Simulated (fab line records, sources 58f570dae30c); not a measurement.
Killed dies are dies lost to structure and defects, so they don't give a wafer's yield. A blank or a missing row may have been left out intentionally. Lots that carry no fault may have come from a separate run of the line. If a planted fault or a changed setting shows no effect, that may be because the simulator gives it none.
A sampling plan put to the test	flow berkeley cmos170	each of the 27 faults these records tell of, on one fab line, judged from the records of the lots it struck
The plan consists of the line's own looks: route steps at which the wafer is read by a gauge or an inspection but not changed. A look is open to judgement when struck wafers have a number at it and the file gives its usual mean and standard deviation on fault-free wafers. Caught: the struck wafers' mean, at a look after the fault's first step, is 4 or more of those standard deviations (sigma) away from the usual mean. On the tool: here the same test is run on the tool's own readings at the fault's steps. A different recipe on the struck wafers counts as caught too, as does a record blank only for those wafers.

## THE FAULTS, as the simulator had put them in
1. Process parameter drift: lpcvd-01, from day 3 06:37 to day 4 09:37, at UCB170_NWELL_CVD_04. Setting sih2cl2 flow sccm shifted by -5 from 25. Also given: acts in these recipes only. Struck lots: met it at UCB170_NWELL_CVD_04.
2. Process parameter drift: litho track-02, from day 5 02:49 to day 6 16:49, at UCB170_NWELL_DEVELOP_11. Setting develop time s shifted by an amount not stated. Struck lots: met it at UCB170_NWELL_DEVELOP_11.
3. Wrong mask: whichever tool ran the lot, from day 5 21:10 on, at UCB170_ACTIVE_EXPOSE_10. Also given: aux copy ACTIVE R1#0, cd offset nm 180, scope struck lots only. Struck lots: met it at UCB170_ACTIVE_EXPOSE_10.
4. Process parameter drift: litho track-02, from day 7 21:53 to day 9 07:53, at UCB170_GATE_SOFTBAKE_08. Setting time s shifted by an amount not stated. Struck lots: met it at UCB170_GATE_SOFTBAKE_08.
5. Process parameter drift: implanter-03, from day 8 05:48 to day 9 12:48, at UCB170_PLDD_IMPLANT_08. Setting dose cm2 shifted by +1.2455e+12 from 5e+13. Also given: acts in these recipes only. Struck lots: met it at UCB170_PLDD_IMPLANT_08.
6. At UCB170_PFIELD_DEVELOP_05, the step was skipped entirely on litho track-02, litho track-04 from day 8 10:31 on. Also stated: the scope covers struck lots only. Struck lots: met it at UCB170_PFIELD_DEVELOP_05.
7. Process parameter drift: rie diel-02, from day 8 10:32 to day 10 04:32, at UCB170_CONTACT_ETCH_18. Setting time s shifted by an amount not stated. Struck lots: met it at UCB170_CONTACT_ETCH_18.
8. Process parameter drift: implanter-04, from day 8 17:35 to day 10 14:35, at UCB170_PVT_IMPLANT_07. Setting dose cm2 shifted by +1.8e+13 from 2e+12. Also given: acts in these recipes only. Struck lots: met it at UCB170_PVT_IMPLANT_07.
9. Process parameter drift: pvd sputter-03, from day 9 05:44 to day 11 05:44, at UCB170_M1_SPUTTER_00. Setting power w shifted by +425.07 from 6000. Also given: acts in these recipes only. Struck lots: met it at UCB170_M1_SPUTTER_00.
10. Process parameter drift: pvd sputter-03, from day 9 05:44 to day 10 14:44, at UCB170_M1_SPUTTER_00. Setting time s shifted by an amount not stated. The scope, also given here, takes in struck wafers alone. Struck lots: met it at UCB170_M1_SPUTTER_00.
11. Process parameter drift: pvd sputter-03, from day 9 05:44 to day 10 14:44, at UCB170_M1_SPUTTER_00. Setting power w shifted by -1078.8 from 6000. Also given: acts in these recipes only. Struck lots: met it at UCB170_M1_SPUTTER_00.
12. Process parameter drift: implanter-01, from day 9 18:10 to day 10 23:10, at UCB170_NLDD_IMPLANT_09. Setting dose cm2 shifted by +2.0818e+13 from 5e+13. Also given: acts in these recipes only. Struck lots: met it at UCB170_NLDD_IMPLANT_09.
13. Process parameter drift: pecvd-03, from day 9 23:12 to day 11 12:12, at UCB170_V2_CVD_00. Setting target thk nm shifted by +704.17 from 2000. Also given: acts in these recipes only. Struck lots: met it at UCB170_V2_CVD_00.
14. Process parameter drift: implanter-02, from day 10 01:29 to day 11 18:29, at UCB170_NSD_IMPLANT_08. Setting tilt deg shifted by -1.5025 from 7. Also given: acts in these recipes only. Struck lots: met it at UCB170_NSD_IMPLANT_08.
15. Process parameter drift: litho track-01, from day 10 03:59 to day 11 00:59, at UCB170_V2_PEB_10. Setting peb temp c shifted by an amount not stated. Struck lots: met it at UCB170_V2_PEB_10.
16. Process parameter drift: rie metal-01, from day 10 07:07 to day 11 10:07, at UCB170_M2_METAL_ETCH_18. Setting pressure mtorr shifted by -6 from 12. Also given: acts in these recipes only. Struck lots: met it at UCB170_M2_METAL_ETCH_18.
17. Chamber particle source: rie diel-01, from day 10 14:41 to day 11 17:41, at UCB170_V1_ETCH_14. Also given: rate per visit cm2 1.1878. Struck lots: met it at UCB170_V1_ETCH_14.
18. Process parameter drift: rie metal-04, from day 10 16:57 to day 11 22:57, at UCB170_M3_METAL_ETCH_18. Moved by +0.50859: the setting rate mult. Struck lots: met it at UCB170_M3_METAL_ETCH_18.
19. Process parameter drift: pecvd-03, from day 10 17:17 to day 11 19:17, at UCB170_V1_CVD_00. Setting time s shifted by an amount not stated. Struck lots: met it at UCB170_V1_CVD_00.
20. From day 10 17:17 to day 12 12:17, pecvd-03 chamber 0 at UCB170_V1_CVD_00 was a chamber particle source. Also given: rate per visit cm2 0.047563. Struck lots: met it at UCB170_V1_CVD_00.
21. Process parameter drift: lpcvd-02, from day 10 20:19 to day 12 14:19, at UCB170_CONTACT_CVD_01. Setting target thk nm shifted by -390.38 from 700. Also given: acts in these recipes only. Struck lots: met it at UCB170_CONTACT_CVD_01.
22. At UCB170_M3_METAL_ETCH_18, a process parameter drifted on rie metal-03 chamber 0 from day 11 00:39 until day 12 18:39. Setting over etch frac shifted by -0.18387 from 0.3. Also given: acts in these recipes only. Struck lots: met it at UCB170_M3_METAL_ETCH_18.
23. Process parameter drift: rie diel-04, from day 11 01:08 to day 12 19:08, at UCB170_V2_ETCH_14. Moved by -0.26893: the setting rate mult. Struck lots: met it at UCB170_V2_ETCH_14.
24. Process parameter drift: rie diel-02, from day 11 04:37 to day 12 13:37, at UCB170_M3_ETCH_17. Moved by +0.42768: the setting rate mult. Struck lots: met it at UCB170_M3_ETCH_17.
25. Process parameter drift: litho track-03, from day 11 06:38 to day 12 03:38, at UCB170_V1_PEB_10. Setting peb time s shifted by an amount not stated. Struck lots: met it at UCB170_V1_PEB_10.
26. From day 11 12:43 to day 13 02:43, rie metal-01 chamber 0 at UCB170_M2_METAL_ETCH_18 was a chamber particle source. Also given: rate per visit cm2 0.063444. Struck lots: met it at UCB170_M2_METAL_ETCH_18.
27. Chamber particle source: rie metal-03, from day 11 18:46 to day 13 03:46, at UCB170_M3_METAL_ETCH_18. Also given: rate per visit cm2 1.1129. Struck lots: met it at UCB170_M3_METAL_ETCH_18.

## WHAT THE PLAN SAW
fault	on the tool itself	first look that catches it	reading, sigma	median hours from its first step to that look	hours from the fault's start to the first struck lot there	judged looks passed uncaught
1	sih2cl2 flow sccm -73 sigma	UCB170_NWELL_THK_MEAS_05	NWELL_NITRIDE_THK -5.5	2.0	9	0
2	no reading that can be judged	UCB170_NWELL_TW_MEAS_16	NWELL_TW -99 or beyond	1.4	1	1
3	no reading that can be judged	UCB170_ACTIVE_CD_MEAS_13	cd nm +99 or beyond	0.4	1	0
4	run length s +99 or beyond sigma	none of the 2 looks that can be judged after it	strongest: cd nm at UCB170_GATE_CD_MEAS_12, -2.2	-	-	2
5	dose ions cm2 +22 sigma	none of the 2 looks that can be judged after it	strongest: PLDD_RS at UCB170_SDANNEAL_RS_MEAS_04, -3.0	-	-	2
6	no reading that can be judged	no look after it can be judged	-	-	-	0
7	run length s -99 or beyond sigma	no look after it can be judged	-	-	-	0
8	dose ions cm2 +99 or beyond sigma	UCB170_PVT_TW_MEAS_09	PVT_TW +99 or beyond	0.2	2	0
9	cathode dc power W +99 or beyond sigma	UCB170_M1_RS_MEAS_01	M1_AL_RS -6.1	0.1	1	0
10	under 2 sigma	UCB170_M1_RS_MEAS_01	M1_AL_RS +99 or beyond	0.1	1	0
11	cathode dc power W -99 or beyond sigma	UCB170_M1_RS_MEAS_01	M1_AL_RS +18	0.1	1	0
12	dose ions cm2 +99 or beyond sigma	UCB170_NLDD_TW_MEAS_11	NLDD_TW +7.2	0.2	1	0
13	under 2 sigma	UCB170_V2_THK_MEAS_01	V2_TEOS_THK +20	0.1	1	0
14	tilt deg -71 sigma	no look after it can be judged	-	-	-	0
15	heater power total W +99 or beyond sigma	UCB170_V2_CD_MEAS_12	cd nm +43	0.3	2	0
16	chamber pressure mTorr -99 or beyond sigma	no look after it can be judged	-	-	-	0
17	under 2 sigma	not the one look that can be judged after it	-	-	-	1
18	under 2 sigma	no look after it can be judged	-	-	-	0
19	run length s +79 sigma	UCB170_V1_THK_MEAS_01	V1_TEOS_THK +14	0.2	2	0
20	under 2 sigma	none of the 8 looks that can be judged after it	-	-	-	8
21	no reading that can be judged	UCB170_CONTACT_THK_MEAS_02	CONTACT_PSG_THK -52	1.8	14	0
22	oes product au +8.6 sigma	no look after it can be judged	-	-	-	0
23	only faintly: oes product au -2.3 sigma	no look after it can be judged	-	-	-	0
24	oes product au +7.4 sigma	no look after it can be judged	-	-	-	0
25	heater power total W +48 sigma	UCB170_V1_CD_MEAS_12	cd nm -4.6	0.3	14	0
26	under 2 sigma	no look after it can be judged	-	-	-	0
27	under 2 sigma	no look after it can be judged	-	-	-	0
A dash: the fault isn't caught, or these records don't give the number.

Caught at a look: 13 of 27. Caught on the tool: 15 of 27. By one or the other: 20 of 27.
Faults caught by the tool alone: 4, 5, 7, 14, 16, 22, 24.
Caught at a look alone: faults 2, 3, 10, 13, 21.
Caught by neither: faults 6, 17, 18, 20, 23, 26, 27.

## THINNER SAMPLING
In the worst case, this is how late the first struck lot would be measured if the look that catches a fault measured only every second or every third lot, by lot number:
fault	struck lots at that look, in order of time	every lot	every second lot	every third lot
1	L353, L357	9 h	may miss all 2	may miss all 2
2	L336, L340	1 h	may miss all 2	may miss all 2
3	L385	1 h	may miss it	may miss it
8	L652, L656, L653	2 h	30 h	may miss all 3
9	L137, L141	1 h	may miss all 2	may miss all 2
10	L766, L770	1 h	may miss all 2	may miss all 2
11	L376, L380	1 h	may miss all 2	may miss all 2
12	L828, L832	1 h	may miss all 2	may miss all 2
13	L749, L756	1 h	23 h	may miss all 2
15	L936, L937	2 h	14 h	may miss all 2
19	L121, L129	2 h	may miss all 2	may miss all 2
21	L389, L388	14 h	15 h	may miss all 2
25	L309, L311	14 h	may miss all 2	may miss all 2
Hours count from the start of the fault until the first struck lot that is measured. 4 sigma limit: tested on the pooled struck wafers, so a lone lot may be under it. Other struck lots may not be in these records.

## THE LONGEST TIMED WAY FROM STEP TO LOOK
Fault 1: a median of 2.0 hours passes between UCB170_NWELL_CVD_04 and UCB170_NWELL_THK_MEAS_05. No look between them can be judged.
